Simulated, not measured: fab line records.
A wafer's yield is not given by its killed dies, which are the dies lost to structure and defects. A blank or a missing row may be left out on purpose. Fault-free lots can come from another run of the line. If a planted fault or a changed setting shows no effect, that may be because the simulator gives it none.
Which tool is to blame? || flow rit-cmos || 14 lots, 42 wafers sampled, at 1 step of a route of 202

## WHAT THE GAUGES SHOWED, per wafer
The record holds no reading of a measuring or inspecting step that can be judged against a usual standard deviation.

## TOOL THAT RAN EACH LOT (tool first, then ch and the chambers of the sampled wafers, then the start)
{"lot": "L348", "RIT_PWELL_SOFTBAKE_02": "litho-track-02 ch 0, day 1 21:43"}
{"lot": "L350", "RIT_PWELL_SOFTBAKE_02": "litho-track-04 ch 0, day 2 08:05"}
{"lot": "L351", "RIT_PWELL_SOFTBAKE_02": "litho-track-02 ch 0, day 2 12:25"}
{"lot": "L353", "RIT_PWELL_SOFTBAKE_02": "litho-track-02 ch 0, day 3 00:44"}
{"lot": "L354", "RIT_PWELL_SOFTBAKE_02": "litho-track-04 ch 0, day 3 05:50"}
{"lot": "L355", "RIT_PWELL_SOFTBAKE_02": "litho-track-04 ch 0, day 3 08:32"}
{"lot": "L356", "RIT_PWELL_SOFTBAKE_02": "litho-track-01 ch 0, day 3 16:50"}
{"lot": "L361", "RIT_PWELL_SOFTBAKE_02": "litho-track-01 ch 0, day 4 14:13"}
{"lot": "L362", "RIT_PWELL_SOFTBAKE_02": "litho-track-01 ch 0, day 4 22:46"}
{"lot": "L364", "RIT_PWELL_SOFTBAKE_02": "litho-track-01 ch 0, day 5 07:54"}
{"lot": "L365", "RIT_PWELL_SOFTBAKE_02": "litho-track-01 ch 0, day 5 14:07"}
{"lot": "L369", "RIT_PWELL_SOFTBAKE_02": "litho-track-01 ch 0, day 6 09:10"}
{"lot": "L370", "RIT_PWELL_SOFTBAKE_02": "litho-track-04 ch 0, day 6 13:44"}
{"lot": "L371", "RIT_PWELL_SOFTBAKE_02": "litho-track-01 ch 0, day 6 20:07"}
- RIT_PWELL_SOFTBAKE_02: time 60 s.

## AS READ BY THE TOOLS THEMSELVES (means over the sampled wafers that have a number; for cases with no such wafer, the mark the record gives instead)
RIT_PWELL_SOFTBAKE_02. Usual: heater-power-total-W 34.56 W, standard deviation 0.049; resist-line-temp-C 22.99 C, standard deviation 0.1; run-length-s 89.28 s, standard deviation 0.11.
{"lot": "L348", "tool": "litho-track-02", "heater-power-total-W (W)": 34.57, "resist-line-temp-C (C)": 22.96, "run-length-s (s)": 89.41, "flag": ""}
{"lot": "L350", "tool": "litho-track-04", "heater-power-total-W (W)": 34.64, "resist-line-temp-C (C)": 23.03, "run-length-s (s)": 89.23, "flag": ""}
{"lot": "L351", "tool": "litho-track-02", "heater-power-total-W (W)": 34.53, "resist-line-temp-C (C)": 22.93, "run-length-s (s)": 89.34, "flag": ""}
{"lot": "L353", "tool": "litho-track-02", "heater-power-total-W (W)": 34.58, "resist-line-temp-C (C)": 22.93, "run-length-s (s)": 89.32, "flag": ""}
{"lot": "L354", "tool": "litho-track-04", "heater-power-total-W (W)": 34.90, "resist-line-temp-C (C)": 22.87, "run-length-s (s)": 87.39, "flag": "OFF"}
{"lot": "L355", "tool": "litho-track-04", "heater-power-total-W (W)": 34.95, "resist-line-temp-C (C)": 22.90, "run-length-s (s)": 87.43, "flag": "OFF"}
{"lot": "L356", "tool": "litho-track-01", "heater-power-total-W (W)": 34.53, "resist-line-temp-C (C)": 23.00, "run-length-s (s)": 89.29, "flag": ""}
{"lot": "L361", "tool": "litho-track-01", "heater-power-total-W (W)": 34.56, "resist-line-temp-C (C)": 23.04, "run-length-s (s)": 89.23, "flag": ""}
{"lot": "L362", "tool": "litho-track-01", "heater-power-total-W (W)": 34.59, "resist-line-temp-C (C)": 23.09, "run-length-s (s)": 89.23, "flag": ""}
{"lot": "L364", "tool": "litho-track-01", "heater-power-total-W (W)": 34.59, "resist-line-temp-C (C)": 23.01, "run-length-s (s)": 89.22, "flag": ""}
{"lot": "L365", "tool": "litho-track-01", "heater-power-total-W (W)": 34.58, "resist-line-temp-C (C)": 23.10, "run-length-s (s)": 89.20, "flag": ""}
{"lot": "L369", "tool": "litho-track-01", "heater-power-total-W (W)": 34.57, "resist-line-temp-C (C)": 22.96, "run-length-s (s)": 89.25, "flag": ""}
{"lot": "L370", "tool": "litho-track-04", "heater-power-total-W (W)": 34.62, "resist-line-temp-C (C)": 22.80, "run-length-s (s)": 89.35, "flag": ""}
{"lot": "L371", "tool": "litho-track-01", "heater-power-total-W (W)": 34.59, "resist-line-temp-C (C)": 23.05, "run-length-s (s)": 89.19, "flag": ""}

## THE ANSWER, worked out from the rows above alone
Rule: a lot counts as off when the mean over its wafers that have a number is more than 3 standard deviations away from the usual mean. Also off: a lot with no number at a reading for which 4 or more lots have one. The other lots that the step has rows for count as sound. The gauges are gone through in route order, then the tools' own readings, and for those a lot's mean is taken as printed above. At the first step where some lot is off, the reading lying furthest off is the one used; lots without a number count as furthest.
Off: L354, L355, at RIT_PWELL_SOFTBAKE_02 (run-length-s).
A tool fits if, at that step or a process step before it, it ran every lot that is off, and no sound lot after the first of them. No candidate that was tried fits.

## WHAT THE SIMULATOR HAD PUT IN
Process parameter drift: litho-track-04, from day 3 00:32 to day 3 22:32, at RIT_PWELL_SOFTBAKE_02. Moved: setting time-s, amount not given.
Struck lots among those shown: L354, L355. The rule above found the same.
